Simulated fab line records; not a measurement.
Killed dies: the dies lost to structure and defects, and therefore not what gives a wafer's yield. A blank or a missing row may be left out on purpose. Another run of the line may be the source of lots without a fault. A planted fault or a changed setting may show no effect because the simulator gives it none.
One fault seen from 2 desks | flow berkeley cmos170 | only its own numbers are on each desk; what lay behind them is given at the end

== DESK OF THE TOOL OWNER: krf scanner-02 ==
The tool's own readings at UCB170_PLDD_EXPOSE_03 (exposes mask PSELECT, target cd 1200 nm): means of the sampled wafers that have a number, for each lot that ran on this tool. A lot is out of limits, marked OUT, if its mean lies more than 4 standard deviations from the usual mean; the brackets give that distance.
Columns: A = exposure dose mJ cm2 at UCB170_PLDD_EXPOSE_03, usual 29.975
lot  | first seen here | A
L491 | day 6 16:55     | 29.973
L496 | day 7 01:07     | 29.992
L500 | day 8 08:47     | 29.986
L508 | day 9 22:44     | 29.851 (-4.3) OUT
This desk's finding: out of limits on L508; first on L508, day 9 22:44 (exposure dose mJ cm2 at UCB170_PLDD_EXPOSE_03). L491, L496, L500 stayed within limits.

== FROM THE METROLOGY DESK ==
What the gauges read, lot by lot, whatever tool the lot ran on: means of the sampled wafers that have a number. A lot is out of limits, marked OUT, if its mean lies more than 4 standard deviations from the usual mean; the brackets give that distance.
Columns: A = FIELD_OXIDE_LEFT_2_THK at UCB170_FIELD_THK_MEAS_91, usual 350 nm; B = cd nm at UCB170_GATE_CD_MEAS_12, usual 349.5 nm
lot  | first seen here | A   | B
L490 | day 5 13:45     | 325 | 347.8
L492 | day 6 02:29     | 364 | 347.4
L493 | day 6 03:33     | 355 | 346.6
L491 | day 6 03:50     | 356 | 351.7
L496 | day 6 14:04     | 334 | 347.5
L499 | day 7 10:14     | 332 | 351.6
L500 | day 7 20:32     | 352 | 350.4
L502 | day 8 04:22     | 361 | 348.5
L504 | day 8 19:20     | 354 | 349.4
L506 | day 9 03:15     | 365 | 349.4
L508 | day 9 09:20     | 359 | 349.1
L511 | day 10 05:37    | 364 | 352.8
L512 | day 10 21:42    | 354 | 350.0
This desk found nothing out of limits on any of the 13 lots.

== BROUGHT TOGETHER ==
On L508, at day 9 22:44, an alarm was possible from the tool owner's desk.
From the metrology desk's view, nothing was out of limits.
The metrology desk has L508 on record, within its limits.
Every lot named ran UCB170_PLDD_EXPOSE_03 on krf scanner-02.

== WHAT HAD BEEN PUT IN BY THE SIMULATOR ==
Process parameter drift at UCB170_PLDD_EXPOSE_03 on krf scanner-02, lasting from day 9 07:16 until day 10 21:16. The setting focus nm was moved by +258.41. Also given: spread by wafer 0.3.
Shown lots that were struck: L508.
How many hours passed from the start of the fault until each desk's first out-of-limits reading: the tool owner's desk, 15.
